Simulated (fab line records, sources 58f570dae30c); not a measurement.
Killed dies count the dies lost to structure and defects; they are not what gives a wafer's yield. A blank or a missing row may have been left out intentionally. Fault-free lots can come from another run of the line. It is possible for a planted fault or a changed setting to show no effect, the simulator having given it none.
Which tool is to blame? ; flow berkeley-cmos170 ; 7 lots (21 wafers sampled), 1 step of a 331-step route

## WHAT EACH GAUGE READ, for each wafer
UCB170_V2_CD_MEAS_12: the cd target is 700 nm.
lot;measured;on;cd-nm (nm)
L499;day 8 16:08;cd-sem-01;699.8 699.0 699.9
L503;day 9 10:38;cd-sem-01;699.0 699.0 699.3
L509;day 10 22:38;cd-sem-02;698.5 699.2 698.9
L512;day 12 04:58;cd-sem-01;699.8 698.3 699.3
L517;day 13 18:37;cd-sem-01;701.2 700.3 701.0
L518;day 14 06:16;cd-sem-02;700.1 699.5 700.2
L520;day 14 09:20;cd-sem-01;700.2 700.6 700.3

## EACH LOT AND THE TOOL THAT RAN IT (in order: tool; ch and the chambers of the sampled wafers; start)
Record: no process step prior to these readings.

## THE ANSWER, worked out from the rows above alone
Rule: what is usual is taken from the lots themselves. The widest of any qualifying gaps counts: lots, ordered by their means at a reading, are off when they make up no more than a third of the lots, leave a main group of 4 or more, and stand apart from it by 3 or more times the standard deviation of that group's means. The tables above print the reading to a certain number of digits; a main group whose means all agree to those digits is not used. A lot without any number at a reading at which 4 lots or more have one is off too. The other lots that the step has rows for count as sound.
Nothing can be told from this: no lot is off at any reading shown.

## WHAT WAS PUT IN BY THE SIMULATOR
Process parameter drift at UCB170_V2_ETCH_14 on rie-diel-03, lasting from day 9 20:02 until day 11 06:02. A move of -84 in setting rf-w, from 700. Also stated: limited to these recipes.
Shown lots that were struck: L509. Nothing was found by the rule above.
